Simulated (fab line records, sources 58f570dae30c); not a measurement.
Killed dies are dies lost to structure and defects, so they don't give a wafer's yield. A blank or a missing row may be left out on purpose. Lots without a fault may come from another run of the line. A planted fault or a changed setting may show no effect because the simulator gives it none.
Which tool did it? | flow berkeley_cmos170 | 12 lots, 36 wafers sampled, at 5 steps of a route of 331

WHAT THE GAUGES READ, wafer by wafer
UCB170_NVT_OVL_MEAS_06. Usual: NVT_OVL 0 nm, standard deviation 4.8.
lot  | measured     | on         | NVT_OVL (nm) | flag
L303 | day 6 00:38  | overlay-01 | -9 1 -6      |
L302 | day 6 00:53  | overlay-02 | -1 -4 3      |
L304 | day 6 06:37  | overlay-02 | -2 -3 -8     |
L306 | day 6 06:44  | overlay-01 | 5 6 4        |
L305 | day 6 06:58  | overlay-01 | 6 8 10       |
L307 | day 6 13:47  | overlay-02 | 6 -4 1       |
L308 | day 6 14:01  | overlay-01 | -9 -4 4      |
L309 | day 7 02:03  | overlay-02 | 0 2 -4       |
L318 | day 9 01:06  | overlay-01 | -5 -4 -5     |
L321 | day 9 16:58  | overlay-01 | -10 2 -6     |
L322 | day 10 08:55 | overlay-01 | 0 -5 1       |
L324 | day 10 09:01 | overlay-02 | -1 3 7       |

UCB170_PVT_OVL_MEAS_06. Usual: PVT_OVL -2 nm, standard deviation 5.8.
lot  | measured     | on         | PVT_OVL (nm) | flag
L303 | day 6 02:08  | overlay-01 | 3 2 -2       |
L302 | day 6 02:35  | overlay-01 | 1 -5 -2      |
L304 | day 6 08:18  | overlay-02 | -12 1 -1     |
L306 | day 6 08:34  | overlay-01 | -11 -5 -6    |
L305 | day 6 08:48  | overlay-01 | -5 -1 -3     |
L307 | day 6 15:17  | overlay-01 | -7 -8 -10    |
L308 | day 6 15:31  | overlay-01 | 2 4 8        |
L309 | day 7 04:46  | overlay-01 | 0 8 3        |
L318 | day 9 05:24  | overlay-01 | -8 -6 -9     |
L321 | day 9 18:32  | overlay-01 | 0 4 -1       |
L322 | day 10 11:43 | overlay-01 | -1 -4 -11    |
L324 | day 10 11:28 | overlay-01 | 3 2 7        |

UCB170_GATE_OVL_MEAS_13. Usual: GATE_OVL 0 nm, standard deviation 6.9.
lot  | measured     | on         | GATE_OVL (nm) | flag
L303 | day 6 15:19  | overlay-02 | -13 -10 -10   |
L302 | day 6 15:36  | overlay-02 | -2 -3 4       |
L304 | day 6 21:44  | overlay-01 | 6 -4 -1       |
L306 | day 6 21:27  | overlay-02 | -4 2 -3       |
L305 | day 6 22:00  | overlay-01 | 2 -1 2        |
L307 | day 7 01:45  | overlay-01 | -9 4 0        |
L308 | day 7 01:28  | overlay-01 | 1 -4 3        |
L309 | day 7 17:35  | overlay-02 | 10 2 4        |
L318 | day 9 17:56  | overlay-02 | 4 8 -9        |
L321 | day 10 08:34 | overlay-02 | 0 4 1         |
L322 | day 11 00:52 | overlay-01 | 6 0 7         |
L324 | day 11 00:48 | overlay-02 | 0 -2 7        |

UCB170_SDANNEAL_RS_MEAS_04: measures by four-point-probe. Usual: PLDD_RS 1032.4 ohm/sq, standard deviation 2.5.
lot  | measured     | on            | PLDD_RS (ohm/sq)     | flag
L303 | day 7 06:08  | film_metro-01 | 1035.0 1032.7 1033.6 |
L302 | day 7 06:20  | film_metro-03 | 1032.2 1031.7 1034.7 |
L304 | day 7 13:10  | film_metro-03 | 1037.2 1033.5 1033.6 |
L306 | day 7 13:08  | film_metro-01 | 1029.1 1031.9 1026.8 |
L305 | day 7 13:27  | film_metro-02 | 1027.9 1023.2 1027.6 |
L307 | day 7 15:33  | film_metro-02 | 1030.8 1030.5 1033.1 |
L308 | day 7 15:18  | film_metro-01 | 1031.7 1032.2 1027.9 |
L309 | day 8 09:13  | film_metro-03 | 1032.6 1034.4 1036.3 |
L318 | day 10 09:25 | film_metro-01 | 1064.5 1065.4 1065.4 | OFF
L321 | day 11 02:11 | film_metro-02 | 1062.1 1061.6 1063.6 | OFF
L322 | day 11 15:26 | film_metro-01 | 1036.8 1033.8 1039.0 |
L324 | day 11 15:38 | film_metro-03 | 1030.8 1031.2 1033.8 |

WHICH TOOL RAN EACH LOT (tool, then ch and the chambers of the sampled wafers, then the start)
lot  | UCB170_PLDD_IMPLANT_09
L303 | implanter-04 ch 0, day 6 17:16
L302 | implanter-01 ch 0, day 6 17:33
L304 | implanter-02 ch 0, day 7 00:35
L306 | implanter-01 ch 0, day 7 00:32
L305 | implanter-01 ch 0, day 7 00:50
L307 | implanter-01 ch 0, day 7 03:43
L308 | implanter-02 ch 0, day 7 03:28
L309 | implanter-04 ch 0, day 7 19:49
L318 | implanter-01 ch 0, day 9 19:53
L321 | implanter-01 ch 0, day 10 10:34
L322 | implanter-04 ch 0, day 11 04:28
L324 | implanter-02 ch 0, day 11 04:20
- UCB170_PLDD_IMPLANT_09

WHAT THE TOOLS THEMSELVES READ (means of the sampled wafers that have a number; where no wafer has one, the mark that the record gives instead)
UCB170_PLDD_IMPLANT_09. Usual: dose_ions_cm2 5e+13, standard deviation 5.3e+10; faraday_current_uA 159, standard deviation 3.1.
lot  | tool         | dose_ions_cm2 | faraday_current_uA | flag
L303 | implanter-04 | 5e+13         | 157                |
L302 | implanter-01 | 5e+13         | 160                |
L304 | implanter-02 | 5e+13         | 158                |
L306 | implanter-01 | 5e+13         | 158                |
L305 | implanter-01 | 5e+13         | 160                |
L307 | implanter-01 | 5e+13         | 160                |
L308 | implanter-02 | 5e+13         | 160                |
L309 | implanter-04 | 5e+13         | 162                |
L318 | implanter-01 | 5e+13         | 150                |
L321 | implanter-01 | 5e+13         | 147                | OFF
L322 | implanter-04 | 5e+13         | 157                |
L324 | implanter-02 | 5e+13         | 157                |

THE ANSWER, worked out from the rows above alone
Rule: a lot is off if the mean of its wafers that have a number lies more than 3 standard deviations from the usual mean. A lot without any number at a reading at which 4 lots or more have one is off too. The other lots that the step has rows for count as sound. The gauges are gone through in route order, then the tools' own readings, and for those a lot's mean is taken as printed above. The first step at which some lot is off is used, and at that step the reading that is off furthest; a lot without a number counts as furthest.
Off: L318, L321, at UCB170_SDANNEAL_RS_MEAS_04 (PLDD_RS).
A tool fits if, at a process step before that reading, it ran every lot that is off, and no sound lot after the first of them. The gauges at UCB170_SDANNEAL_RS_MEAS_04 are tried like those tools. One fits: implanter-01 at UCB170_PLDD_IMPLANT_09. Its last sound lot is L307 (day 7 03:43), its first lot that is off L318 (day 9 19:53): a fault that began between those two fits.
The tool's own readings at UCB170_PLDD_IMPLANT_09 bear it out: on the lots that are off they differ by more than 5 times the standard deviation of the sound lots' means. faraday_current_uA reads 148 there against 159 on the sound lots.

WHAT THE SIMULATOR HAD PUT IN
Process parameter drift: implanter-01, from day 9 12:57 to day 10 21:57, at UCB170_PLDD_IMPLANT_09. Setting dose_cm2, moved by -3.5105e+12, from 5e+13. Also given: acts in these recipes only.
Lots struck among those shown: L318, L321. The rule above found the same.
